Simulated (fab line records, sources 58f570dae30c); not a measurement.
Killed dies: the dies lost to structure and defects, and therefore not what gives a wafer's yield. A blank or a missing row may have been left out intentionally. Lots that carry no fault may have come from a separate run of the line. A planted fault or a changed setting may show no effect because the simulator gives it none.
Which tool is to blame? || flow berkeley cmos170 || 36 wafers from 12 lots sampled at 2 of the route's 331 steps

== WHAT EACH GAUGE READ, for each wafer ==
UCB170_NWELL_OVL_MEAS_12.
{"lot": "L075", "measured": "day 2 13:12", "on": "overlay-02", "NWELL_OVL (nm)": "4 1 1"}
{"lot": "L077", "measured": "day 3 02:56", "on": "overlay-02", "NWELL_OVL (nm)": "4 -2 1"}
{"lot": "L078", "measured": "day 3 12:02", "on": "overlay-02", "NWELL_OVL (nm)": "-4 -6 2"}
{"lot": "L081", "measured": "day 4 00:39", "on": "overlay-01", "NWELL_OVL (nm)": "-1 -3 -4"}
{"lot": "L083", "measured": "day 4 14:05", "on": "overlay-01", "NWELL_OVL (nm)": "0 1 -1"}
{"lot": "L085", "measured": "day 4 21:37", "on": "overlay-02", "NWELL_OVL (nm)": "6 10 8"}
{"lot": "L087", "measured": "day 5 05:01", "on": "overlay-01", "NWELL_OVL (nm)": "1 -9 0"}
{"lot": "L089", "measured": "day 5 15:25", "on": "overlay-02", "NWELL_OVL (nm)": "1 3 2"}
{"lot": "L091", "measured": "day 5 21:43", "on": "overlay-02", "NWELL_OVL (nm)": "10 3 -1"}
{"lot": "L093", "measured": "day 6 16:17", "on": "overlay-01", "NWELL_OVL (nm)": "-6 -3 0"}
{"lot": "L095", "measured": "day 6 22:52", "on": "overlay-01", "NWELL_OVL (nm)": "-1 -4 -2"}
{"lot": "L096", "measured": "day 7 04:34", "on": "overlay-02", "NWELL_OVL (nm)": "-4 4 5"}

== WHAT TOOL EACH LOT RAN ON (gives the tool, then ch and the chambers of the sampled wafers, and finally the start) ==
{"lot": "L075", "UCB170_ZERO_STRIP_07": "plasma asher-03 ch 0,1, day 2 01:38"}
{"lot": "L077", "UCB170_ZERO_STRIP_07": "plasma asher-02 ch 0,1, day 2 13:04"}
{"lot": "L078", "UCB170_ZERO_STRIP_07": "plasma asher-02 ch 0,1, day 2 21:11"}
{"lot": "L081", "UCB170_ZERO_STRIP_07": "plasma asher-01 ch 1, day 3 10:36"}
{"lot": "L083", "UCB170_ZERO_STRIP_07": "plasma asher-02 ch 0,1, day 3 19:12"}
{"lot": "L085", "UCB170_ZERO_STRIP_07": "plasma asher-03 ch 0,1, day 4 08:37"}
{"lot": "L087", "UCB170_ZERO_STRIP_07": "plasma asher-01 ch 0,1, day 4 15:50"}
{"lot": "L089", "UCB170_ZERO_STRIP_07": "plasma asher-02 ch 0, day 5 00:46"}
{"lot": "L091", "UCB170_ZERO_STRIP_07": "plasma asher-03 ch 0,1, day 5 08:13"}
{"lot": "L093", "UCB170_ZERO_STRIP_07": "plasma asher-01 ch 0,1, day 5 23:24"}
{"lot": "L095", "UCB170_ZERO_STRIP_07": "plasma asher-01 ch 0,1, day 6 06:48"}
{"lot": "L096", "UCB170_ZERO_STRIP_07": "plasma asher-01 ch 0,1, day 6 14:43"}
- UCB170_ZERO_STRIP_07: strips in O2.

== THE ANSWER, worked out from the rows above alone ==
Rule: the lots themselves supply what counts as usual. The widest of any qualifying gaps counts: lots, ordered by their means at a reading, are off when they make up no more than a third of the lots, leave a main group of 4 or more, and stand apart from it by 3 or more times the standard deviation of that group's means. If all means in a main group match to the digits the tables above print for the reading, that group is not used. A lot without any number at a reading at which 4 lots or more have one is off too. All remaining lots with rows at the step are treated as sound.
None of the lots is off at any reading shown; this tells nothing.

== WHAT WAS PUT IN BY THE SIMULATOR ==
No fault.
